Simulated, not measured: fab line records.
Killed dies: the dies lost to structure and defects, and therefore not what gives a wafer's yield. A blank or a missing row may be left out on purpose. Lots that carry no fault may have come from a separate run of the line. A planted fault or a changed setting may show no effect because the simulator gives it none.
Struck lot and sound lot, side by side    flow ritCmos    15 out of 202 route steps
Sound: wafers L158.2, L158.3, L158.6. Wafers L169.4, L169.5, L169.6 were the ones struck. Last of all comes the cause.
At each step with rows: each side's tool, then ch and its chambers, then its first start. Under that, the readings that differ: sound wafers    struck wafers    difference of the means    sigmas: that difference in standard deviations of wafers without a fault.
alike: same words and numbers on both sides, and readings whose means sit less than 2 such deviations apart. not compared: any withheld reading, any reading some wafer has no value for, any bound like >300 that may hide the same value, and any number with overlapping values for which the record gives no deviation.
A row with sigmas, a row that says differs or no value, or rows on one side alone: a step with any of these is where the two part. When numbers do not overlap yet have no deviation, they are printed without sigmas and do not part them. A reading that every wafer of one side lacks parts them only if that side has two wafers or more.

first, 2 steps without rows for these wafers: RIT_NWELL_HARDBAKE_07 (time 120 s); RIT_NWELL_IMPLANT_08.
RIT_NWELL_STRIP_09: strips in O2, time 180 s.
  sound on plasmaAsher-02 ch 0,1, day 2 06:55; struck on plasmaAsher-03 ch 0,1, day 4 14:50
  alike: drypumpMotorCurrentA
  not compared: rfHoursCounterH
RIT_NWELL_TW_MEAS_10:
  sound on filmMetro-03 at day 2 07:07; struck on filmMetro-04 at day 4 14:59
  alike: NWELL_TW
then, 6 steps without rows for these wafers: RIT_PWELL_HMDS_00 (prime time 60 s); RIT_PWELL_COAT_01 (resist thk 1300 nm); RIT_PWELL_SOFTBAKE_02 (time 60 s); RIT_PWELL_EXPOSE_03 (exposes mask M3, target cd 43700 nm); RIT_PWELL_PEB_04; RIT_PWELL_DEVELOP_05 (develop time 68 s).
RIT_PWELL_OVL_MEAS_06:
  sound on overlay-01 at day 2 08:02; struck on overlay-02 at day 4 15:55
  alike: PWELL_OVL
then, 1 step without rows for these wafers: RIT_PWELL_HARDBAKE_07 (time 120 s).
RIT_PWELL_IMPLANT_08:
  sound on implanter-02 ch 0, day 2 08:21; struck on implanter-03 ch 0, day 4 16:16
reading                   sound                 struck                difference  sigmas
beamEnergyKeV             170.03 170.08 169.98  174.61 174.67 174.69  +4.63       +86
model.implant.drpNm (nm)  102.9 102.9 102.9     103.6 103.6 103.6     +0.7        
RIT_PWELL_STRIP_09: strips in O2, time 180 s.
  sound on plasmaAsher-03 ch 0,1, day 2 08:28; struck on plasmaAsher-01 ch 0,1, day 4 16:24
  alike: drypumpMotorCurrentA
  not compared: rfHoursCounterH
following that, these wafers have no rows for 1 step: RIT_M1_PROBE_99.

== WHERE THEY PART ==
Within this record, at RIT_PWELL_IMPLANT_08 only. Later steps at which nothing parts them and some readings are alike: RIT_PWELL_STRIP_09.

WHY: whatever the simulator had introduced
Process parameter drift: implanter-03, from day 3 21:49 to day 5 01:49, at RIT_PWELL_IMPLANT_08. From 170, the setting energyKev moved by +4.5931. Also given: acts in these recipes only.
